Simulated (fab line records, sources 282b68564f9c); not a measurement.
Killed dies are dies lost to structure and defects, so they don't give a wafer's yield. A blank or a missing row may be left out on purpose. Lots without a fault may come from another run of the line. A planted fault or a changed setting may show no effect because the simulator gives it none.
fab line records | flow rit_cmos
record lots=5 wafers=15 last_day=7
route steps=202 shown SDANNEAL@153 SILICIDE@161 CONTACT@168 M1@184
lots that met no fault: from a run of the same line without faults
start_h: hours from the record's first day to the start of the lot's first wafer shown | wait_h: hours since the lot's step before | " the same as in the row above | L1.1+2: a row that stands for several wafers | - no value, or no start given | * or withheld: withheld | < > ~ a bound
route shown NAME@n: a module of which the file shows steps, and the number in the route of the first | usual: mean/standard deviation of fault-free wafers | same: alike in all rows | chamber/n: place in a boat | sites: the reading at each site | _std_site: their standard deviation | _edge_site: outer sites' mean less inner sites' | radius_mm: how far each site lies from the wafer's centre | mask NAME#n: copy n | behind: the tool/chamber that last shaped the wafer | hold: why the lot was held/for how many hours/how that ended | device: the transistor (n, p or np) that didn't switch | end of line: the same wafers' tests at the end of the route | a step without rows: its recipe alone | killed: dies lost to structure and defects at the first sort, not the wafer's yield | map: a wafer's dies, x killed, . not, _ none there
set.NAME: the setting as run; set.NAME@STEP: as run at that earlier step | model.NAME: the simulator's own value behind a step, which no gauge read
lots at some steps of the route; a table a step, a row a wafer
## steps
# step RIT_SDANNEAL_CLEAN_00
# recipe chemistry=SC1 mix=3:3:50 time_s=600 temp_c=75
# step RIT_SDANNEAL_CLEAN_01
# recipe chemistry=dHF dilution=50:1 time_s=30
# step RIT_SDANNEAL_CLEAN_02
# recipe chemistry=SC2 mix=3:3:50 time_s=600 temp_c=75 dry=n2_spin
# step RIT_SDANNEAL_RTA_03
# recipe temp_c=1050 time_s=5 idle_temp_c=600 ramp_up_c_per_s=342 ramp_down_c_per_s=171 cool_to_c=600 ambient=N2
# step RIT_SILICIDE_WET_ETCH_00
# recipe chemistry=BOE target=SiO2 target_depth_nm=14 time_s=15 dry=n2_spin dilution=10:1 temp_c=21.5
# step RIT_SILICIDE_SPUTTER_01
# recipe material=Ti target_thk_nm=30 power_w=350 chamber_pressure_pa=0.667 gas=Ar time_s=246.8 substrate_temp_c=25
# step RIT_SILICIDE_RTA_04
# recipe temp_c=650 time_s=10 idle_temp_c=25 ramp_up_s=5 ramp_down_s=5 cool_to_c=25 ambient=N2
# usual wafer_temp_C_max=652.9/1
# columns lot.wafer tool chamber start_h wait_h wafer_temp_C_max
L805.2 rtp_anneal-02 0 103.21 0.1 653.4
L805.4 " 0 " " 653.8
L805.6 " 0 " " 653.8
L813.2 rtp_anneal-02 0 152.93 0.1 652.9
L813.4 " 0 " " 653.7
L813.5 " 0 " " 653.6
L814.3 rtp_anneal-01 0 158.39 0.1 652.0
L814.5 " 0 " " 652.2
L814.6 " 0 " " 651.5
L815.2 rtp_anneal-02 0 165.41 0.1 654.3
L815.5 " 0 " " 654.8
L815.6 " 0 " " 654.1
L818.2 rtp_anneal-02 0 172.43 0.1 652.8
L818.3 " 0 " " 653.2
L818.5 " 0 " " 654.1
# step RIT_SILICIDE_WET_ETCH_05
# recipe chemistry=SPM target=Ti temp_c=90 time_s=120 dry=n2_spin
# step RIT_SILICIDE_RTA_06
# recipe temp_c=750 time_s=10 idle_temp_c=25 ramp_up_s=5 ramp_down_s=10 cool_to_c=25 ambient=N2
# step RIT_CONTACT_CVD_00
# recipe material=SiO2 target_thk_nm=400 precursor=TEOS temp_c=390 time_s=61 rf_w=400
# step RIT_CONTACT_HMDS_02
# recipe prime_time_s=60 prime_temp_c=140
# step RIT_CONTACT_COAT_03
# recipe resist=NOVOLAK spin_rpm=3250 resist_thk_nm=1000
# step RIT_CONTACT_SOFTBAKE_04
# recipe resist=NOVOLAK temp_c=90 time_s=60
# step RIT_CONTACT_EXPOSE_05
# recipe mask_id=M11 na=0.6 source_shape=conventional sigma_outer=0.5 target_cd_nm=1000 dose_mj=247.6
# step RIT_CONTACT_PEB_06
# recipe resist=NOVOLAK temp_c=withheld time_s=withheld
# step RIT_CONTACT_DEVELOP_07
# recipe resist=NOVOLAK develop_time_s=120 dev_temp_c=23
# step RIT_CONTACT_HARDBAKE_10
# recipe resist=NOVOLAK temp_c=140 time_s=60
# step RIT_CONTACT_ETCH_11
# recipe target_depth_a=4800 over_etch_frac=0.2 stop_on=TiSi2 chemistry=CHF3/CF4/Ar target=SiO2 CHF3_flow_sccm=50 cf4_flow_sccm=10 Ar_flow_sccm=100 O2_flow_sccm=5 pressure_mtorr=100 rf_w=200 time_s=320
# step RIT_CONTACT_STRIP_12
# recipe chemistry=O2 time_s=180 resist=NOVOLAK platen_temp_c=withheld power_w=500 pressure_mtorr=4000 o2_flow_sccm=4000
# step RIT_CONTACT_CLEAN_13
# recipe chemistry=SC1 mix=3:3:50 time_s=600 temp_c=75
# step RIT_CONTACT_CLEAN_14
# recipe chemistry=SC2 mix=3:3:50 time_s=600 temp_c=75 dry=n2_spin
# step RIT_M1_SPUTTER_00
# recipe material=Al target_thk_nm=400 power_w=2000 chamber_pressure_pa=0.4 gas=Ar time_s=500 substrate_temp_c=25
# step RIT_M1_HMDS_03
# recipe prime_time_s=60 prime_temp_c=140
# step RIT_M1_COAT_04
# recipe resist=NOVOLAK spin_rpm=2000 resist_thk_nm=1281
# step RIT_M1_SOFTBAKE_05
# recipe resist=NOVOLAK temp_c=90 time_s=60
# step RIT_M1_EXPOSE_06
# recipe mask_id=M12 na=0.6 source_shape=conventional sigma_outer=0.5 target_cd_nm=2600 dose_mj=250
# step RIT_M1_PEB_07
# recipe resist=NOVOLAK temp_c=withheld time_s=withheld
# step RIT_M1_DEVELOP_08
# recipe resist=NOVOLAK develop_time_s=68 dev_temp_c=23
# step RIT_M1_PROBE_99
# usual killed_at_front_end=7.0/2.8 killed_dies=7.0/2.8 killed_open=3.4/1.9 killed_short=3.6/2
# same gross_dies=264 killed_at_M0_to_M3=0 killed_at_M4_up=0 killed_at_back_side=0 killed_at_contacts=0 killed_at_other=0
# columns lot.wafer tool chamber start_h wait_h killed_at_front_end killed_dies killed_open killed_short model.etest.contact_pplus.end_ohm_um model.etest.contact_nplus.end_ohm_um model.etest.npoly_line.rs_ohm_sq model.etest.ppoly_line.rs_ohm_sq model.etest.npoly_sal.rs_ohm_sq model.etest.ppoly_sal.rs_ohm_sq model.etest.pplus_sal.rs_ohm_sq model.etest.nplus_sal.rs_ohm_sq
L805.2 prober-01 - 112.27 0.1 13 13 7 6 46.08 42.16 16.54 16.05 4.187 4.181 4.173 4.134
L805.4 prober-01 - 112.37 0.2 8 8 7 1 45.57 41.06 16.7 16.2 4.253 4.208 4.213 4.236
L805.6 prober-01 - 112.47 0.2 7 7 3 4 46.24 41.62 16.57 16.15 4.237 4.19 4.196 4.187
L813.2 prober-01 - 159.49 0.1 7 7 4 3 51.87 46.88 15.66 15.07 3.925 3.875 3.886 3.861
L813.4 prober-01 - 159.59 0.2 2 2 2 0 52.67 47 15.46 15.28 3.88 3.864 3.852 3.832
L813.5 prober-01 - 159.64 0.2 5 5 2 3 51.31 45.93 15.5 15.26 3.935 3.912 3.904 3.904
L814.3 prober-02 - 165.24 0.2 7 7 4 3 43.44 43.43 16.6 16.19 4.261 4.223 4.218 4.181
L814.5 prober-02 - 165.34 0.2 7 7 2 5 46.15 42.73 16.73 16.18 4.258 4.229 4.225 4.222
L814.6 prober-02 - 165.39 0.2 7 7 6 1 44.04 42.45 16.88 16.49 4.247 4.22 4.239 4.23
L815.2 prober-01 - 172.02 0.1 7 7 3 4 50.43 47.94 15.72 15.3 3.984 3.967 3.954 3.923
L815.5 prober-01 - 172.17 0.2 6 6 2 4 50.96 44.71 15.82 15.47 3.994 3.984 3.989 3.973
L815.6 prober-01 - 172.22 0.2 4 4 2 2 52.13 46.46 15.54 15.21 3.961 3.951 3.915 3.938
L818.2 prober-01 - 179.28 0.1 5 5 3 2 52.09 46.77 15.64 15.33 3.946 3.951 3.929 3.908
L818.3 prober-01 - 179.33 0.2 9 9 2 7 51.95 46.92 15.81 15.4 3.983 3.955 3.96 3.962
L818.5 prober-01 - 179.43 0.2 8 8 5 3 50.27 44.69 16.01 15.58 4.005 3.98 3.974 3.949
# killed by level:class
L805.2 FOX2:geometric_particle:open=3 GATE:geometric_particle:short=2 GATE:geometric_particle:open=2 REOX:geometric_particle:short=2 FOX2:geometric_particle:short=1 SPACER:geometric_particle:open=1 SILICIDE:geometric_particle:short=1 SILICIDE:geometric_particle:open=1
L805.4 GATE:geometric_particle:open=3 SILICIDE:geometric_particle:open=3 FOX2:geometric_particle:open=1 REOX:geometric_particle:short=1
L805.6 SILICIDE:geometric_particle:open=2 SILICIDE:geometric_particle:short=2 GATE:geometric_particle:short=1 REOX:geometric_particle:short=1 SPACER:geometric_particle:open=1
L813.2 GATE:geometric_particle:open=2 SILICIDE:geometric_particle:short=2 FOX2:geometric_particle:open=1 REOX:geometric_particle:open=1 SPACER:geometric_particle:short=1
L813.4 REOX:geometric_particle:open=1 SPACER:geometric_particle:open=1
L813.5 SPACER:geometric_particle:short=2 GATE:geometric_particle:open=1 GATE:geometric_particle:short=1 SILICIDE:geometric_particle:open=1
L814.3 FOX1:geometric_particle:open=2 REOX:geometric_particle:short=2 REOX:geometric_particle:open=1 SILICIDE:geometric_particle:open=1 SILICIDE:geometric_particle:short=1
L814.5 FOX1:geometric_particle:short=2 REOX:geometric_particle:open=2 REOX:geometric_particle:short=2 GATE:geometric_particle:short=1
L814.6 REOX:geometric_particle:open=3 SILICIDE:geometric_particle:open=2 GATE:geometric_particle:open=1 GATE:geometric_particle:short=1
L815.2 GATE:geometric_particle:short=3 GATE:geometric_particle:open=3 SILICIDE:geometric_particle:short=1
L815.5 GATE:geometric_particle:short=2 FOX1:geometric_particle:short=1 FOX1:geometric_particle:open=1 REOX:geometric_particle:open=1 REOX:geometric_particle:short=1
L815.6 GATE:geometric_particle:open=2 GATE:geometric_particle:short=1 SILICIDE:geometric_particle:short=1
L818.2 FOX1:geometric_particle:short=1 GATE:geometric_particle:open=1 REOX:geometric_particle:open=1 SPACER:geometric_particle:open=1 SPACER:geometric_particle:short=1
L818.3 GATE:geometric_particle:short=4 FOX1:geometric_particle:short=2 GATE:geometric_particle:open=2 SPACER:geometric_particle:short=1
L818.5 GATE:geometric_particle:open=3 FOX1:geometric_particle:open=2 GATE:geometric_particle:short=2 SPACER:geometric_particle:short=1
## key
first_sign none at tools or gauges
model_effect step=RIT_M1_PROBE_99 value=etest.contact_pplus.end_ohm_um without=46.81 struck=51.52
met_at RIT_SILICIDE_RTA_04
struck_wafers L813.2,L813.4,L813.5,L815.2,L815.5,L815.6,L818.2,L818.3,L818.5
tester_left_out L813,L815,L818
onset_between 103.21 152.93
fault kind=process_parameter_drift tool=rtp_anneal-02 chamber=- onset_h=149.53 steps=RIT_SILICIDE_RTA_04 channel=time_s offset=* shape=step end_h=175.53 acts_in=* stated=*
# tester_left_out: of these lots the tester's yield and bins aren't shown, on N5 and GAA mostly nor the transistor test; their killed dies are dies lost to structure and defects alone, not to doping, threshold or leakage, so they don't give the yield
